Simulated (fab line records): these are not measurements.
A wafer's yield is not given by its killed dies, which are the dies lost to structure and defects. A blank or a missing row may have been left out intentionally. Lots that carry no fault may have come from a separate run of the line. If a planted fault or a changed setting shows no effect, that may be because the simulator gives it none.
fab line records    flow rit_cmos
record: lots: 5  wafers: 15  last_day: 8
route steps=202 shown CONTACT@178 M1@184
lots that met no fault: from a run of the same line without faults
start_h: hours from the record's opening day to when the first of the lot's shown wafers began    wait_h: hours since the lot's step before    " as in the row above    L1.1+2: a single row standing in for several wafers    - no value, or no start was given    * or withheld: withheld    < > ~ a bound
route shown NAME@n: names a module that has steps shown in the file, with the first one's number in the route    usual: mean and standard deviation over wafers with no fault    same: alike in all rows    chamber/n: place in a boat    sites: per-site readings    _std_site: standard deviation across them    _edge_site: the outer-site mean with the inner-site mean subtracted    radius_mm: how far each site lies from the wafer's centre    mask NAME#n: copy n    behind: the tool/chamber that last shaped the wafer    hold: the reason the lot was held/the length of the hold in hours/how it ended    device: transistor that didn't switch, given as n, p or np    end of line: the same wafers' tests at the end of the route    a step with no rows: only its recipe    killed: the dies lost at the first sort to structure and to defects; this is not the yield of the wafer    map: the dies of a wafer, with x for killed, . for not killed, _ for no die there
set.NAME: the setting that was run; set.NAME@STEP: the one run at that earlier step    model.NAME: the simulator's own value behind a step, which no gauge read
certain route steps with their lots: each step a table, each wafer a row
services: the hour from which a tool's chamber was out of use, counted from the record's first day as start_h (under 0 if before that day), plus the number of hours and why
== steps ==
step: RIT_CONTACT_HARDBAKE_10
recipe: resist: NOVOLAK  temp_c: 140  time_s: 60
step: RIT_CONTACT_ETCH_11
recipe: target_depth_a: 4800  over_etch_frac: 0.2  stop_on: TiSi2  chemistry: CHF3/CF4/Ar  target: SiO2  CHF3_flow_sccm: 50  cf4_flow_sccm: 10  Ar_flow_sccm: 100  O2_flow_sccm: 5  pressure_mtorr: 100  rf_w: 200  time_s: 320
usual: drypump_motor_current_A: 5.6/0.52  oes_product_au: 0.984/0.015  throttle_valve_pct: 8.85/0.11
lot.wafer  tool         chamber  start_h  wait_h  drypump_motor_current_A  oes_product_au  rf_hours_counter_h  throttle_valve_pct
L856.1     rie_diel-04  3        107.24   0.1     4.8                      0.960           72                  9.01
L856.3     "            1        "        "       5.7                      0.976           29                  8.74
L856.4     "            0        "        "       5.9                      0.976           59                  8.81
L858.2     rie_diel-03  3        115.76   0.1     5.3                      0.978           146                 8.87
L858.3     "            0        "        "       5.6                      0.986           101                 8.99
L858.5     "            2        "        "       5.5                      0.995           -                   8.80
L859.3     rie_diel-03  3        121.18   0.1     5.4                      0.977           146                 8.88
L859.4     "            3        "        "       5.4                      0.987           -                   8.86
L859.6     "            0        "        "       5.6                      0.988           -                   9.00
L866.3     rie_diel-01  0        158.54   0.1     4.9                      0.977           33                  8.93
L866.4     "            0        "        "       4.9                      0.974           -                   8.94
L866.5     "            3        "        "       6.4                      0.974           -                   8.69
L869.2     rie_diel-04  0        177.00   0.1     5.9                      0.988           61                  8.82
L869.5     "            1        "        "       5.7                      0.976           -                   8.74
L869.6     "            0        "        "       5.9                      0.984           -                   8.81
step: RIT_CONTACT_STRIP_12
recipe: chemistry: O2  time_s: 180  resist: NOVOLAK  platen_temp_c: withheld  power_w: 500  pressure_mtorr: 4000  o2_flow_sccm: 4000
usual: drypump_motor_current_A: 5.7/0.62
lot.wafer  tool             chamber  start_h  wait_h  drypump_motor_current_A  rf_hours_counter_h
L856.1     plasma_asher-01  1        107.43   0.1     6.5                      49
L856.3     "                1        "        "       6.5                      -
L856.4     "                0        "        "       5.5                      -
L858.2     plasma_asher-01  0        115.96   0.1     5.6                      51
L858.3     "                0        "        "       5.5                      -
L858.5     "                0        "        "       5.6                      -
L859.3     plasma_asher-02  0        121.44   0.2     5.9                      -
L859.4     "                1        "        "       4.8                      -
L859.6     "                0        "        "       5.9                      -
L866.3     plasma_asher-04  1        158.79   0.2     5.3                      -
L866.4     "                0        "        "       6.3                      -
L866.5     "                0        "        "       6.3                      -
L869.2     plasma_asher-01  1        177.20   0.1     6.6                      57
L869.5     "                0        "        "       5.5                      -
L869.6     "                1        "        "       6.5                      -
step: RIT_CONTACT_CD_MEAS_90
recipe: target_cd_nm: 1000
usual: cd_nm: 999.2/2.2
lot.wafer  tool       chamber  start_h  wait_h  cd_nm
L856.1     cd_sem-02  -        107.61   0.1     995.8
L856.3     "          -        "        "       995.5
L856.4     "          -        "        "       997.1
L858.2     cd_sem-02  -        116.15   0.1     997.8
L858.3     "          -        "        "       998.6
L858.5     "          -        "        "       998.7
L859.3     cd_sem-01  -        121.59   0.1     999.3
L859.4     "          -        "        "       997.0
L859.6     "          -        "        "       996.9
L866.3     cd_sem-01  -        158.95   0.1     999.0
L866.4     "          -        "        "       1000.7
L866.5     "          -        "        "       1001.1
L869.2     cd_sem-02  -        177.39   0.1     1000.4
L869.5     "          -        "        "       996.7
L869.6     "          -        "        "       998.6
step: RIT_CONTACT_CLEAN_13
recipe: chemistry: SC1  mix: 3:3:50  time_s: 600  temp_c: 75
step: RIT_CONTACT_CLEAN_14
recipe: chemistry: SC2  mix: 3:3:50  time_s: 600  temp_c: 75  dry: n2_spin
step: RIT_M1_SPUTTER_00
recipe: material: Al  target_thk_nm: 400  power_w: 2000  chamber_pressure_pa: 0.4  gas: Ar  time_s: 522.8  substrate_temp_c: 25
usual: substrate_temp_c: 24.99/0.11  throttle_valve_pct: 29.7/1.1
lot.wafer  tool            chamber  start_h  wait_h  substrate_temp_c  throttle_valve_pct
L856.1     pvd_sputter-02  -        108.08   0.0     24.82             31.3
L856.3     "               -        "        "       24.97             28.7
L856.4     "               -        "        "       24.91             29.1
L858.2     pvd_sputter-01  -        116.60   0.0     24.95             31.9
L858.3     "               -        "        "       24.95             28.6
L858.5     "               -        "        "       24.99             32.2
L859.3     pvd_sputter-03  -        122.04   0.0     25.06             29.0
L859.4     "               -        "        "       25.14             31.1
L859.6     "               -        "        "       24.84             29.8
L866.3     pvd_sputter-03  -        159.38   0.0     25.06             28.7
L866.4     "               -        "        "       24.79             29.7
L866.5     "               -        "        "       24.94             29.8
L869.2     pvd_sputter-03  -        177.84   0.0     24.86             30.8
L869.5     "               -        "        "       25.14             29.0
L869.6     "               -        "        "       24.88             28.6
step: RIT_M1_RS_MEAS_01
recipe: thk_meas_gauge: four-point-probe  reads: Al_of_M1_SPUTTER_00
usual: M1_AL_RS: 0.0698/0.00049
lot.wafer  tool           chamber  start_h  wait_h  M1_AL_RS[ohm/sq]
L856.1     film_metro-01  -        108.37   0.1     0.0703
L856.3     "              -        "        "       0.0699
L856.4     "              -        "        "       0.0703
L858.2     film_metro-04  -        116.91   0.2     0.0688
L858.3     "              -        "        "       0.0690
L858.5     "              -        "        "       0.0691
L859.3     film_metro-02  -        122.37   0.2     0.0698
L859.4     "              -        "        "       0.0694
L859.6     "              -        "        "       0.0698
L866.3     film_metro-04  -        159.71   0.2     0.0698
L866.4     "              -        "        "       0.0701
L866.5     "              -        "        "       0.0696
L869.2     film_metro-04  -        178.16   0.2     0.0709
L869.5     "              -        "        "       0.0708
L869.6     "              -        "        "       0.0703
step: RIT_M1_THK_MEAS_02
recipe: thk_meas_gauge: xrf  reads: Al_of_M1_SPUTTER_00
usual: M1_AL_THK: 412/3.6
lot.wafer  tool           chamber  start_h  wait_h  M1_AL_THK[nm]
L856.1     film_metro-01  -        108.49   0.1     408
L856.3     "              -        "        "       410
L856.4     "              -        "        "       408
L858.2     film_metro-04  -        117.02   0.1     416
L858.3     "              -        "        "       414
L858.5     "              -        "        "       415
L859.3     film_metro-02  -        122.47   0.1     415
L859.4     "              -        "        "       420
L859.6     "              -        "        "       416
L866.3     film_metro-04  -        159.81   0.1     412
L866.4     "              -        "        "       411
L866.5     "              -        "        "       412
L869.2     film_metro-04  -        178.27   0.1     404
L869.5     "              -        "        "       404
L869.6     "              -        "        "       408
step: RIT_M1_HMDS_03
recipe: prime_time_s: 60  prime_temp_c: 140
step: RIT_M1_COAT_04
recipe: resist: NOVOLAK  spin_rpm: 2000  resist_thk_nm: 1300
step: RIT_M1_SOFTBAKE_05
recipe: resist: NOVOLAK  temp_c: 90  time_s: 60
step: RIT_M1_EXPOSE_06
recipe: mask_id: M12  na: 0.6  source_shape: conventional  sigma_outer: 0.5  target_cd_nm: 2600  dose_mj: 250
usual: exposure_dose_mJ_cm2: 250.02/0.23
lot.wafer  tool              chamber  start_h  wait_h  mask   exposure_dose_mJ_cm2
L856.1     iline_stepper-02  0        109.00   0.1     M12#0  250.53
L856.3     "                 0        "        "       M12#0  250.10
L856.4     "                 0        "        "       M12#0  250.13
L858.2     iline_stepper-02  0        117.79   0.2     M12#0  249.98
L858.3     "                 0        "        "       M12#0  249.81
L858.5     "                 0        "        "       M12#0  250.02
L859.3     iline_stepper-01  0        123.13   0.2     M12#0  249.86
L859.4     "                 0        "        "       M12#0  250.08
L859.6     "                 0        "        "       M12#0  250.02
L866.3     iline_stepper-02  0        160.34   0.1     M12#0  247.88
L866.4     "                 0        "        "       M12#0  248.09
L866.5     "                 0        "        "       M12#0  247.82
L869.2     iline_stepper-01  0        178.79   0.1     M12#0  249.97
L869.5     "                 0        "        "       M12#0  250.22
L869.6     "                 0        "        "       M12#0  250.29
step: RIT_M1_PEB_07
recipe: resist: NOVOLAK  temp_c: withheld  time_s: withheld
step: RIT_M1_PROBE_99
usual: defect_limited_yield: 97.3/1.3  killed_at_contacts: 0.1/0.3  killed_at_front_end: 7/3.4  killed_dies: 7/3.4  killed_open: 3.6/2.1  killed_short: 3.5/2.1  sort_bin_3_pad_short: 0.1/0.27  sort_bin_5_function: 1.5/0.75  sort_bin_6_memory: 1.0/0.75  sort_n_pass: 257/3.4  sort_yield_pct: 97.3/1.3
same: gross_dies: 264  killed_at_M0_to_M3: 0  killed_at_M4_up: 0  killed_at_back_side: 0  killed_at_other: 0
lot.wafer  tool       chamber  start_h  wait_h  defect_limited_yield[%]  killed_at_contacts  killed_at_front_end  killed_dies  killed_open  killed_short  sort_bin_3_pad_short[%]  sort_bin_5_function[%]  sort_bin_6_memory[%]  sort_n_pass  sort_yield_pct[%]
L856.1     prober-01  -        112.09   0.1     97.7                     0                   6                    6            3            3             0                        1.5                     0.8                   258          97.7
L856.3     prober-01  -        112.19   0.2     97.3                     0                   7                    7            5            2             0                        1.5                     1.1                   257          97.3
L856.4     prober-01  -        112.24   0.2     96.2                     1                   9                    10           5            5             0.4                      1.1                     2.3                   254          96.2
L858.2     prober-01  -        121.25   0.1     96.2                     0                   10                   10           6            4             0                        2.3                     1.5                   254          96.2
L858.3     prober-01  -        121.30   0.2     96.2                     0                   10                   10           3            7             0                        3.0                     0.8                   254          96.2
L858.5     prober-01  -        121.40   0.2     97.0                     0                   8                    8            6            2             0.4                      1.5                     1.1                   256          97.0
L859.3     prober-02  -        126.54   0.2     95.8                     0                   11                   11           7            4             0                        2.3                     1.9                   253          95.8
L859.4     prober-02  -        126.59   0.2     98.5                     0                   4                    4            2            2             0                        0.4                     1.1                   260          98.5
L859.6     prober-02  -        126.69   0.2     95.8                     0                   11                   11           6            5             0                        3.0                     1.1                   253          95.8
L866.3     prober-01  -        163.49   0.2     95.1                     0                   13                   13           8            5             0                        2.7                     2.3                   251          95.1
L866.4     prober-01  -        163.54   0.2     95.5                     0                   12                   12           7            5             0.4                      1.9                     2.3                   252          95.5
L866.5     prober-01  -        163.59   0.2     97.0                     0                   8                    8            6            2             0                        1.1                     1.9                   256          97.0
L869.2     prober-01  -        182.00   0.1     96.6                     0                   9                    9            4            5             0                        3.0                     0.4                   255          96.6
L869.5     prober-01  -        182.15   0.2     97.7                     0                   6                    6            2            4             0.8                      1.1                     0.4                   258          97.7
L869.6     prober-01  -        182.20   0.2     97.3                     0                   7                    7            5            2             0                        1.5                     1.1                   257          97.3
killed by level:class
L856.1 GATE:geometric_particle:open=2 SPACER:geometric_particle:short=2 GATE:geometric_particle:short=1 SPACER:geometric_particle:open=1
L856.3 GATE:geometric_particle:open=3 FOX1:geometric_particle:short=1 REOX:geometric_particle:open=1 REOX:geometric_particle:short=1 SILICIDE:geometric_particle:open=1
L856.4 GATE:geometric_particle:short=2 REOX:geometric_particle:open=2 SPACER:geometric_particle:open=2 FOX1:geometric_particle:short=1 SPACER:geometric_particle:short=1 SILICIDE:geometric_particle:short=1 CONTACT:geometric_particle:open=1
L858.2 REOX:geometric_particle:short=3 SPACER:geometric_particle:open=3 REOX:geometric_particle:open=2 GATE:geometric_particle:open=1 GATE:geometric_particle:short=1
L858.3 GATE:geometric_particle:short=5 SILICIDE:geometric_particle:open=2 FOX1:geometric_particle:short=1 GATE:geometric_particle:open=1 SPACER:geometric_particle:short=1
L858.5 GATE:geometric_particle:open=2 SILICIDE:geometric_particle:open=2 FOX2:geometric_particle:open=1 FOX2:geometric_particle:short=1 REOX:geometric_particle:open=1 REOX:geometric_particle:short=1
L859.3 GATE:geometric_particle:open=5 FOX1:geometric_particle:short=2 FOX2:geometric_particle:short=2 FOX1:geometric_particle:open=1 REOX:geometric_particle:open=1
L859.4 GATE:geometric_particle:open=1 GATE:geometric_particle:short=1 REOX:geometric_particle:short=1 REOX:geometric_particle:open=1
L859.6 GATE:geometric_particle:open=5 FOX1:geometric_particle:short=3 GATE:geometric_particle:short=1 SILICIDE:geometric_particle:open=1 SILICIDE:geometric_particle:short=1
L866.3 SPACER:geometric_particle:open=6 GATE:geometric_particle:short=3 SPACER:geometric_particle:short=2 FOX2:geometric_particle:open=1 SILICIDE:geometric_particle:open=1
L866.4 GATE:geometric_particle:short=4 GATE:geometric_particle:open=2 SPACER:geometric_particle:open=2 SILICIDE:geometric_particle:open=2 REOX:geometric_particle:open=1 SILICIDE:geometric_particle:short=1
L866.5 GATE:geometric_particle:open=2 SILICIDE:geometric_particle:open=2 REOX:geometric_particle:open=1 REOX:geometric_particle:short=1 SPACER:geometric_particle:open=1 SILICIDE:geometric_particle:short=1
L869.2 FOX1:geometric_particle:short=3 GATE:geometric_particle:open=2 FOX1:geometric_particle:open=1 GATE:geometric_particle:short=1 SPACER:geometric_particle:short=1 SILICIDE:geometric_particle:open=1
L869.5 SILICIDE:geometric_particle:short=2 FOX1:geometric_particle:open=1 FOX2:geometric_particle:short=1 GATE:geometric_particle:short=1 REOX:geometric_particle:open=1
L869.6 FOX1:geometric_particle:open=1 FOX1:geometric_particle:short=1 FOX2:geometric_particle:short=1 GATE:geometric_particle:open=1 REOX:geometric_particle:open=1 SPACER:geometric_particle:open=1 SILICIDE:geometric_particle:open=1
== services ==
tool              chamber  start_h  hours  kind
rie_diel-03       1        93.32    -      clean
rie_diel-03       1        93.32    31.0   scheduled_down
rie_diel-03       1        93.32    31.0   vent_cycle
rie_diel-03       -        94.12    0.2    repair
pvd_sputter-01    -        102.35   0.6    repair
iline_stepper-01  -        108.47   4.4    pm
plasma_asher-02   -        108.75   9.0    pm
plasma_asher-02   0        108.75   9.0    vent_cycle
plasma_asher-02   1        108.75   9.0    vent_cycle
plasma_asher-02   0        117.75   -      clean
rie_diel-01       1        127.12   10.1   repair
pvd_sputter-03    -        128.60   1.5    repair
rie_diel-03       3        129.62   4.2    repair
rie_diel-04       2        129.77   -      clean
rie_diel-04       2        129.77   32.4   scheduled_down
rie_diel-04       2        129.77   32.4   vent_cycle
plasma_asher-01   -        141.93   2.8    pm
plasma_asher-02   -        143.74   0.5    repair
iline_stepper-01  -        144.67   8.9    pm
rie_diel-04       3        145.48   5.7    repair
iline_stepper-01  -        157.87   1.7    pm
pvd_sputter-01    -        163.03   2.4    repair
rie_diel-03       3        166.24   -      clean
pvd_sputter-02    -        169.83   5.2    repair
== key ==
first_sign: step: RIT_M1_EXPOSE_06  reading: exposure_dose_mJ_cm2  direction: down  sigmas: 9.3  usual: 250.02  struck: 247.93
effect none on later readings
met_at RIT_M1_EXPOSE_06
struck_wafers L866.3,L866.4,L866.5
loop_trim: step: RIT_M1_EXPOSE_06  setting: dose  lots: L866
onset_between 117.79 160.34
fault: kind: process_parameter_drift  tool: iline_stepper-02  chamber: -  onset_h: 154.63  steps: RIT_M1_EXPOSE_06  channel: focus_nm  offset: 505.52  spread_by_wafer: 0.3  shape: step  end_h: 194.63
loop_trim: a control loop set the setting to another value than it would have without faults
